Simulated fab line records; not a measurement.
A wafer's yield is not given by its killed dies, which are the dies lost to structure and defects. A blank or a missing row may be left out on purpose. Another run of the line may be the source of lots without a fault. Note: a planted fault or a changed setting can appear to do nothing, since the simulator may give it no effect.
What tool caused it? -- flow berkeley cmos170 -- 7 lots, 21 wafers sampled, at 1 step of a route of 331

WHAT THE GAUGES SHOWED, per wafer
UCB170_NLDD_CD_MEAS_06: the cd target is 1200 nm.
lot,measured,on,cd nm (nm)
L373,day 7 14:11,cd sem-01,1199.4 1199.8 1200.5
L370,day 7 15:04,cd sem-02,1200.6 1199.6 1200.7
L375,day 8 08:29,cd sem-02,1198.5 1198.8 1199.0
L378,day 9 04:59,cd sem-01,1199.4 1198.0 1198.6
L386,day 11 00:25,cd sem-01,1196.6 1197.6 1197.5
L385,day 11 01:04,cd sem-01,1199.2 1201.2 1199.3
L391,day 12 05:41,cd sem-01,1200.6 1201.0 1198.7

TOOL THAT RAN EACH LOT (tool first, then ch and the chambers of the sampled wafers, then the start)
There is no process step in the record ahead of these readings.

THE ANSWER, worked out from the rows above alone
Rule: the lots themselves supply what counts as usual. Put in order of their means at a reading, lots are off if they are a third of the lots or fewer, leave a main group of 4 or more, and stand apart from it by a gap of 3 or more times the standard deviation of the main group's means; of several such gaps the widest counts. If all means in a main group match to the digits the tables above print for the reading, that group is not used. A lot without any number at a reading at which 4 lots or more have one is off too. All remaining lots with rows at the step are treated as sound.
None of the lots is off at any reading shown; this tells nothing.

WHAT THE SIMULATOR HAD PUT IN
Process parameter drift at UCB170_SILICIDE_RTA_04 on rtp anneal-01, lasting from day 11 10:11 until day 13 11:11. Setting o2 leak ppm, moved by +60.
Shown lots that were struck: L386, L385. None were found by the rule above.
